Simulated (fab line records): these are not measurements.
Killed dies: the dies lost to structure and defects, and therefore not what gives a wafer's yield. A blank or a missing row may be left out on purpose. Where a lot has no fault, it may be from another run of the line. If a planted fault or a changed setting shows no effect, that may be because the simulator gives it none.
Split-lot study || flow rit cmos || on a route of 202 steps: 5 lots, 27 wafers read

SPLIT DETAILS
At RIT_GATE_CVD_08 (deposits poly-Si from SiH4, target thk 250 nm, time 2220 s), the setting time s was moved away from the recipe's 2220 s on 18 of the 27 wafers read, by -59.3% to -32.3%. All remaining wafers had this setting at the recipe value.

FROM THE SPLIT TO THE READING: what the file shows between them, 4 steps
- RIT_GATE_THK_MEAS_09
- RIT_GATE_HMDS_10: prime time 60 s
- RIT_GATE_COAT_11: resist thk 850 nm
- RIT_GATE_HARDBAKE_18: time 60 s

THE READING
oes product au, in a.u., at RIT_GATE_ETCH_19 (etches poly-Si in SF6/CHF3/O2, stops on SiO2, time 165 s, target depth 312.5 nm). Fault-free wafers of this fab line usually give 0.848 a.u., standard deviation 0.016 a.u.

{"wafer": "L075.1", "tool, chamber at the split": "-, -", "time s as run, s": 2220, "against the recipe": "recipe", "oes product au, a.u.": 0.826, "against lot-mates on the recipe": "-"}
{"wafer": "L075.2", "tool, chamber at the split": "-, -", "time s as run, s": 2220, "against the recipe": "recipe", "oes product au, a.u.": 0.837, "against lot-mates on the recipe": "-"}
{"wafer": "L075.3", "tool, chamber at the split": "-, -", "time s as run, s": 2220, "against the recipe": "recipe", "oes product au, a.u.": 0.836, "against lot-mates on the recipe": "-"}
{"wafer": "L075.4", "tool, chamber at the split": "-, -", "time s as run, s": 2220, "against the recipe": "recipe", "oes product au, a.u.": 0.835, "against lot-mates on the recipe": "-"}
{"wafer": "L075.5", "tool, chamber at the split": "-, -", "time s as run, s": 2220, "against the recipe": "recipe", "oes product au, a.u.": 0.837, "against lot-mates on the recipe": "-"}
{"wafer": "L075.6", "tool, chamber at the split": "-, -", "time s as run, s": 2220, "against the recipe": "recipe", "oes product au, a.u.": 0.842, "against lot-mates on the recipe": "-"}
{"wafer": "L077.1", "tool, chamber at the split": "-, -", "time s as run, s": 1430, "against the recipe": "-35.6%", "oes product au, a.u.": 0.663, "against lot-mates on the recipe": "no lot-mate on the recipe"}
{"wafer": "L077.2", "tool, chamber at the split": "-, -", "time s as run, s": 1430, "against the recipe": "-35.6%", "oes product au, a.u.": 0.624, "against lot-mates on the recipe": "no lot-mate on the recipe"}
{"wafer": "L077.3", "tool, chamber at the split": "-, -", "time s as run, s": 1430, "against the recipe": "-35.6%", "oes product au, a.u.": 0.638, "against lot-mates on the recipe": "no lot-mate on the recipe"}
{"wafer": "L077.4", "tool, chamber at the split": "-, -", "time s as run, s": 1430, "against the recipe": "-35.6%", "oes product au, a.u.": 0.621, "against lot-mates on the recipe": "no lot-mate on the recipe"}
{"wafer": "L077.5", "tool, chamber at the split": "-, -", "time s as run, s": 1430, "against the recipe": "-35.6%", "oes product au, a.u.": 0.637, "against lot-mates on the recipe": "no lot-mate on the recipe"}
{"wafer": "L077.6", "tool, chamber at the split": "-, -", "time s as run, s": 1430, "against the recipe": "-35.6%", "oes product au, a.u.": 0.647, "against lot-mates on the recipe": "no lot-mate on the recipe"}
{"wafer": "L078.1", "tool, chamber at the split": "-, -", "time s as run, s": 1502, "against the recipe": "-32.3%", "oes product au, a.u.": 0.660, "against lot-mates on the recipe": "no lot-mate on the recipe"}
{"wafer": "L078.2", "tool, chamber at the split": "-, -", "time s as run, s": 1502, "against the recipe": "-32.3%", "oes product au, a.u.": 0.647, "against lot-mates on the recipe": "no lot-mate on the recipe"}
{"wafer": "L078.3", "tool, chamber at the split": "-, -", "time s as run, s": 1502, "against the recipe": "-32.3%", "oes product au, a.u.": 0.668, "against lot-mates on the recipe": "no lot-mate on the recipe"}
{"wafer": "L078.4", "tool, chamber at the split": "-, -", "time s as run, s": 1502, "against the recipe": "-32.3%", "oes product au, a.u.": 0.636, "against lot-mates on the recipe": "no lot-mate on the recipe"}
{"wafer": "L078.5", "tool, chamber at the split": "-, -", "time s as run, s": 1502, "against the recipe": "-32.3%", "oes product au, a.u.": 0.645, "against lot-mates on the recipe": "no lot-mate on the recipe"}
{"wafer": "L078.6", "tool, chamber at the split": "-, -", "time s as run, s": 1502, "against the recipe": "-32.3%", "oes product au, a.u.": 0.636, "against lot-mates on the recipe": "no lot-mate on the recipe"}
{"wafer": "L080.1", "tool, chamber at the split": "-, -", "time s as run, s": 902.7, "against the recipe": "-59.3%", "oes product au, a.u.": 0.498, "against lot-mates on the recipe": "no lot-mate on the recipe"}
{"wafer": "L080.2", "tool, chamber at the split": "-, -", "time s as run, s": 902.7, "against the recipe": "-59.3%", "oes product au, a.u.": 0.472, "against lot-mates on the recipe": "no lot-mate on the recipe"}
{"wafer": "L080.3", "tool, chamber at the split": "-, -", "time s as run, s": 902.7, "against the recipe": "-59.3%", "oes product au, a.u.": 0.503, "against lot-mates on the recipe": "no lot-mate on the recipe"}
{"wafer": "L080.4", "tool, chamber at the split": "-, -", "time s as run, s": 902.7, "against the recipe": "-59.3%", "oes product au, a.u.": 0.490, "against lot-mates on the recipe": "no lot-mate on the recipe"}
{"wafer": "L080.5", "tool, chamber at the split": "-, -", "time s as run, s": 902.7, "against the recipe": "-59.3%", "oes product au, a.u.": 0.493, "against lot-mates on the recipe": "no lot-mate on the recipe"}
{"wafer": "L080.6", "tool, chamber at the split": "-, -", "time s as run, s": 902.7, "against the recipe": "-59.3%", "oes product au, a.u.": 0.496, "against lot-mates on the recipe": "no lot-mate on the recipe"}
{"wafer": "L081.3", "tool, chamber at the split": "lpcvd-02, 1", "time s as run, s": 2220, "against the recipe": "recipe", "oes product au, a.u.": 0.870, "against lot-mates on the recipe": "-"}
{"wafer": "L081.5", "tool, chamber at the split": "lpcvd-02, 1", "time s as run, s": 2220, "against the recipe": "recipe", "oes product au, a.u.": 0.836, "against lot-mates on the recipe": "-"}
{"wafer": "L081.6", "tool, chamber at the split": "lpcvd-02, 1", "time s as run, s": 2220, "against the recipe": "recipe", "oes product au, a.u.": 0.870, "against lot-mates on the recipe": "-"}

FIT RESULTS
A straight line over all 27 wafers: oes product au changes by +0.00591 a.u. for each +1% of time s; r = +0.99; the points scatter about the line by 0.014 a.u.
Too few moved wafers with a lot-mate on the recipe to fit a line net of each lot's own level.

THE WHOLE CHAIN: every reading that the file lists as answering this split, in the file's order
{"step": "RIT_GATE_CVD_08", "what it does": "deposits poly-Si from SiH4, target thk 250 nm, time 2220 s", "reading": "poly-Si_of_GATE_CVD_08.thk nm (the simulator's own value, which no gauge read)", "change (the file's fit)": "+2.53 nm for each +1% of the setting", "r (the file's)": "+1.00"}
{"step": "RIT_GATE_THK_MEAS_09", "what it does": "", "reading": "GATE_POLY_THK", "change (the file's fit)": "+2.53 for each +1% of the setting", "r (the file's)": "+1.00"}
{"step": "RIT_GATE_ETCH_19", "what it does": "etches poly-Si in SF6/CHF3/O2, stops on SiO2, time 165 s, target depth 312.5 nm", "reading": "oes product au", "change (the file's fit)": "+0.00591 a.u. for each +1% of the setting", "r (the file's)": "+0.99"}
{"step": "RIT_GATE_ETCH_19", "what it does": "etches poly-Si in SF6/CHF3/O2, stops on SiO2, time 165 s, target depth 312.5 nm", "reading": "etch.depth nm (the simulator's own value, which no gauge read)", "change (the file's fit)": "+2.53 nm for each +1% of the setting", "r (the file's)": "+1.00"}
{"step": "RIT_GATE_ETCH_19", "what it does": "etches poly-Si in SF6/CHF3/O2, stops on SiO2, time 165 s, target depth 312.5 nm", "reading": "GATE.feature depth nm (the simulator's own value, which no gauge read)", "change (the file's fit)": "+2.53 nm for each +1% of the setting", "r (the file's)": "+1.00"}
{"step": "RIT_SPACER_ETCHBACK_05", "what it does": "etches Si3N4 in SF6/CHF3, stops on SiO2, target depth 250 nm, time 240 s", "reading": "poly-Si_of_GATE_CVD_08.thk nm (the simulator's own value, which no gauge read)", "change (the file's fit)": "+2.33 nm for each +1% of the setting", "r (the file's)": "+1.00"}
{"step": "RIT_M1_PROBE_99", "what it does": "", "reading": "etest.nmos turned.drive ua um (the simulator's own value, which no gauge read)", "change (the file's fit)": "-4.36 for each +1% of the setting", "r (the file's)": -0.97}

FILE'S OWN FIT
oes product au changes by +0.00591 a.u. for each +1% of time s, r = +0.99.
